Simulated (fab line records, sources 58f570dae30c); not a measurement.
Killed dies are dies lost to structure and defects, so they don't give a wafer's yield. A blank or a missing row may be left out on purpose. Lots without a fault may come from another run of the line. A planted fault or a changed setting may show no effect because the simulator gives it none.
One fault seen from 2 desks | flow berkeley_cmos170 | each desk has only its own numbers; what lay behind them comes last

THE METROLOGY DESK
What the gauges read, lot by lot, whatever tool the lot ran on: means of the sampled wafers that have a number. A lot is out of limits, marked OUT, if its mean lies more than 4 standard deviations from the usual mean; the brackets give that distance.
Columns: A = NWELL_OXIDE_THK at UCB170_NWELL_THK_MEAS_02, usual 26.2 nm; B = NWELL_NITRIDE_THK at UCB170_NWELL_THK_MEAS_05, usual 216.1 nm; C = PWELL_NITRIDE_THK at UCB170_PWELL_THK_MEAS_06, usual 219.8 nm; D = FIELD_OXIDE_LEFT_1_THK at UCB170_FIELD_THK_MEAS_90, usual 441 nm
lot  | first seen here | A    | B                | C     | D
L348 | day 2 02:20     | 25.8 | 217.3            | 222.2 | 432
L349 | day 2 07:46     | 26.6 | 214.6            | 219.0 | 440
L350 | day 2 14:32     | 25.6 | 213.2            | 220.0 | 427
L351 | day 2 18:44     | 26.1 | 215.5            | 219.1 | 436
L352 | day 2 23:41     | 25.9 | 217.6            | 218.6 | 425
L353 | day 3 08:06     | 26.4 | 205.4 (-5.1) OUT | 221.1 | 461
L354 | day 3 14:08     | 26.2 | 215.6            | 219.1 | 433
L355 | day 3 14:09     | 26.5 | 216.5            | 223.7 | 442
L357 | day 4 01:17     | 25.9 | 203.6 (-6.0) OUT | 221.6 | 449
L364 | day 5 09:05     | 26.4 | 214.4            | 220.5 | 449
L367 | day 6 04:27     | 26.2 | 215.5            | 217.6 | 446
L368 | day 6 10:08     | 26.8 | 215.6            | 217.7 | 435
L369 | day 6 10:11     | 26.7 | 217.0            | 214.7 | 460
L370 | day 6 18:55     | 26.8 | 213.9            | 217.5 | 451
This desk's finding: out of limits on L353, L357; first on L353, day 3 15:28 (NWELL_NITRIDE_THK at UCB170_NWELL_THK_MEAS_05). In limits: L348, L349, L350, L351, L352, L354, L355, L364, L367, L368, L369, L370.

THE TOOL OWNER'S DESK: lpcvd-01
The tool's own readings at UCB170_NWELL_CVD_04 (deposits Si3N4 from SiH2Cl2/NH3, target thk 224 nm, time 3238 s): means of the sampled wafers that have a number, for each lot that ran on this tool. A lot is out of limits, marked OUT, if its mean lies more than 4 standard deviations from the usual mean; the brackets give that distance.
Columns: A = sih2cl2_flow_sccm at UCB170_NWELL_CVD_04, usual 24.98 sccm; B = spike_tc_source_C at UCB170_NWELL_CVD_04, usual 820 C; C = zone_power_centre_pct at UCB170_NWELL_CVD_04, usual 36.9 %; D = zone_power_source_pct at UCB170_NWELL_CVD_04, usual 20.4 %
lot  | first seen here | A               | B   | C    | D
L349 | day 2 11:34     | 25.05           | 822 | 38.7 | 18.5
L350 | day 2 18:05     | 24.98           | 817 | 34.1 | 21.5
L351 | day 2 23:43     | 25.04           | 822 | 39.2 | 18.3
L353 | day 3 13:30     | 19.95 (-74) OUT | 816 | 34.2 | 21.6
L357 | day 4 05:39     | 20.04 (-73) OUT | 821 | 38.5 | 18.4
L368 | day 6 15:20     | 25.00           | 823 | 39.4 | 18.5
L369 | day 6 15:20     | 24.97           | 816 | 34.2 | 21.7
This desk's finding: out of limits on L353, L357; first on L353, day 3 13:30 (sih2cl2_flow_sccm at UCB170_NWELL_CVD_04). In limits: L349, L350, L351, L368, L369.

PUT TOGETHER
The tool owner's desk could have raised an alarm at day 3 13:30, on L353, L357.
The metrology desk could have raised an alarm at day 3 15:28, on L353, L357.
Of the lots named, all ran UCB170_NWELL_CVD_04 on lpcvd-01.

WHAT THE SIMULATOR HAD PUT IN
Process parameter drift: lpcvd-01, from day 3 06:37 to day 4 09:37, at UCB170_NWELL_CVD_04. Setting sih2cl2_flow_sccm, moved by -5, from 25. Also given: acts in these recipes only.
Lots struck among those shown: L353, L357.
Hours from the fault's start to each desk's first reading out of limits: the tool owner's desk, 7; the metrology desk, 9.
